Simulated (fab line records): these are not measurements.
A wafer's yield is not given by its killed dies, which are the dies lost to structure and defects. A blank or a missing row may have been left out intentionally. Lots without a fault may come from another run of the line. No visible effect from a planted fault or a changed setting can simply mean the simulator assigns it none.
The same fault as seen by 2 desks || flow berkeley-cmos170 || what lay behind the numbers comes last; until then each desk has only its own

== DESK OF THE TOOL OWNER: rie-diel-01 ==
The tool's own readings at UCB170_GATE_ETCH_14 (etches BARC in N2/H2): means of the sampled wafers that have a number, for each lot that ran on this tool. The brackets show how far a lot's mean lies from the usual mean; more than 4 standard deviations puts the lot out of limits, marked OUT.
Columns: A = bias-w at UCB170_GATE_ETCH_14, usual 99.99 W; B = drypump-motor-current-A at UCB170_GATE_ETCH_14, usual 5.51 A; C = oes-product-au at UCB170_GATE_ETCH_14, usual 0.992 a.u.; D = rf-fwd-power-W at UCB170_GATE_ETCH_14, usual 494.4 W; E = throttle-valve-pct at UCB170_GATE_ETCH_14, usual 13.32 %
{"lot": "L852", "first seen here": "day 6 22:31", "A": 99.94, "B": 5.54, "C": 0.994, "D": 494.9, "E": 13.16}
{"lot": "L856", "first seen here": "day 7 12:46", "A": 100.11, "B": 5.54, "C": 0.990, "D": 495.0, "E": 13.16}
{"lot": "L858", "first seen here": "day 8 03:28", "A": 99.97, "B": 5.59, "C": 0.993, "D": 493.0, "E": 13.33}
{"lot": "L865", "first seen here": "day 9 18:02", "A": 99.63, "B": 5.42, "C": "1.133 (+7.4) OUT", "D": 495.1, "E": 13.20}
{"lot": "L867", "first seen here": "day 10 05:41", "A": 100.03, "B": 5.62, "C": 1.067, "D": 493.9, "E": 13.25}
Finding of this desk: L865 out of limits; the first was L865 at day 9 18:02, on oes-product-au at UCB170_GATE_ETCH_14. In limits: L852, L856, L858, L867.

== THE METROLOGY DESK ==
What the gauges read for every lot (on any tool): the sampled wafers with a number, averaged. The brackets show how far a lot's mean lies from the usual mean; more than 4 standard deviations puts the lot out of limits, marked OUT.
Columns: A = NVT_OVL at UCB170_NVT_OVL_MEAS_06, usual -2 nm
{"lot": "L852", "first seen here": "day 6 03:34", "A": -7}
{"lot": "L855", "first seen here": "day 6 21:40", "A": 7}
{"lot": "L856", "first seen here": "day 6 21:50", "A": 0}
{"lot": "L853", "first seen here": "day 6 22:06", "A": 8}
{"lot": "L854", "first seen here": "day 6 22:15", "A": -6}
{"lot": "L858", "first seen here": "day 7 10:54", "A": -4}
{"lot": "L857", "first seen here": "day 7 11:15", "A": 2}
{"lot": "L859", "first seen here": "day 7 17:38", "A": -7}
{"lot": "L865", "first seen here": "day 8 16:04", "A": -1}
{"lot": "L867", "first seen here": "day 9 15:48", "A": 3}
{"lot": "L870", "first seen here": "day 9 22:05", "A": -5}
{"lot": "L872", "first seen here": "day 10 12:38", "A": -4}
{"lot": "L875", "first seen here": "day 10 23:47", "A": -9}
{"lot": "L874", "first seen here": "day 11 00:02", "A": -9}
This desk's finding: nothing out of limits on any of the 14 lots.

== ALL TOGETHER ==
The tool owner's desk had the chance to raise an alarm at day 9 18:02 on L865.
From the metrology desk's view, nothing was out of limits.
The metrology desk has L865 on record, within its limits.
Of the lots named, all ran UCB170_GATE_ETCH_14 on rie-diel-01.

== WHAT THE SIMULATOR HAD INSERTED ==
rie-diel-01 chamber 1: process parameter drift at UCB170_GATE_ETCH_14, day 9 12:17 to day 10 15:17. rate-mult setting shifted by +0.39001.
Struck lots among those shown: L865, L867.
Delay in hours, fault start to first out-of-limits reading, by desk: the tool owner's desk at 6.
